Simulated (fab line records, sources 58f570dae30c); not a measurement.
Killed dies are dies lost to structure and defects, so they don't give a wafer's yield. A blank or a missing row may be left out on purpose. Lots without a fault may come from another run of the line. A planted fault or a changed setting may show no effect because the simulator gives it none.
Problem report in the 8D (eight disciplines) form, filled by code | flow berkeley_cmos170 | the parts of the form that need people (team, actions taken, sign-off) are left out

1. THE PROBLEM
SILICIDE_TI_RS at UCB170_SILICIDE_RS_MEAS_02 reads a mean of 29.8 ohm/sq on 2 wafers of 2 lots; wafers without a fault read 26.2 ohm/sq with a standard deviation of 0.41. That is +8.7 standard deviations from the usual mean.
The step: measures by four-point-probe.
First seen on wafer L105.1, day 11 19:56, on film_metro-02. The record holds 14 wafers of 6 lots with a number at this step. Rule for "out", or "out of limits": more than 4 standard deviations from the usual mean. The other wafers with a number count as sound.

2. WHAT IT IS AND WHAT IT IS NOT
question                    | is                           | is not
which readings at this step | SILICIDE_TI_RS               | -
which lots                  | L105, L110                   | L112, L113, L994, L997
which wafers of those lots  | all that have a number       | -
read on which gauges        | film_metro-02, film_metro-04 | film_metro-01
when                        | from day 11 19:56            | up to then (6 sound wafers); but 6 sound wafers of L112, L113 came after

3. SUSPECTS, AND WHAT RULES EACH OUT
Counting: a tool at a process step up to the reading stays a suspect if it ran every lot that is out and no sound lot after the first of them.
- the gauge at UCB170_SILICIDE_RS_MEAS_02: ruled out. The wafers that are out were read on 2 gauges (film_metro-02, film_metro-04).
- rtp_anneal-02 at UCB170_SDANNEAL_RTA_00 (time 10 s): ruled out as a lasting fault. Sound lots L112 ran on it after its first lot that is out, L105 (day 11 19:13).
- rtp_anneal-02 at UCB170_SDANNEAL_RTA_01 (time 5 s): ruled out as a lasting fault. Sound lots L112 ran on it after its first lot that is out, L105 (day 11 19:17).
- pvd_sputter-01 at UCB170_SILICIDE_SPUTTER_01 (material Ti, target thk 30 nm, time 25 s): kept. It ran every lot that is out, first L105 (day 11 19:54), and no sound lot after that; its last sound lot up to then is L994 (day 9 06:31).
Left after counting: pvd_sputter-01 at UCB170_SILICIDE_SPUTTER_01.

4. THE CAUSE (what the simulator had put in)
Process parameter drift: pvd_sputter-01, from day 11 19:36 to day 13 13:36, at UCB170_SILICIDE_SPUTTER_01. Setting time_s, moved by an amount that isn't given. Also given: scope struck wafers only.
Counting left only this tool.

5. THE CHAIN OF EFFECTS, in route order
Each row: a reading whose mean over the struck wafers that have a number lies more than 3 standard deviations from the usual. Only readings for which the record gives a usual standard deviation are gone through. hours: the time from each lot's start at the first step in this table that gives one to its start at this step, as a median over the lots. sigmas: the change in usual standard deviations.
hours | step                        | reading         | usual       | on struck wafers | change | sigmas
0     | UCB170_SILICIDE_RS_MEAS_02  | SILICIDE_TI_RS  | 26.2 ohm/sq | 29.8             | +3.6   | +8.7
4     | UCB170_SILICIDE_THK_MEAS_03 | SILICIDE_TI_THK | 29.6 nm     | 26.5             | -3.1   | -7.9

6. WHAT WOULD HAVE CAUGHT IT SOONER
In this record the first reading out of limits at a measuring or inspecting step was taken at day 11 19:56, 0 hours after the fault began at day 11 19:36.
Of the tool readings at UCB170_SILICIDE_SPUTTER_01 for which the record gives a usual standard deviation, none was out on any struck wafer, so an alarm limit of 4 standard deviations on them would not have fired.
Of the lots that are out (2), L110 began UCB170_SILICIDE_SPUTTER_01 on pvd_sputter-01 after day 11 19:56. A hold on the tool at that time would have spared it.
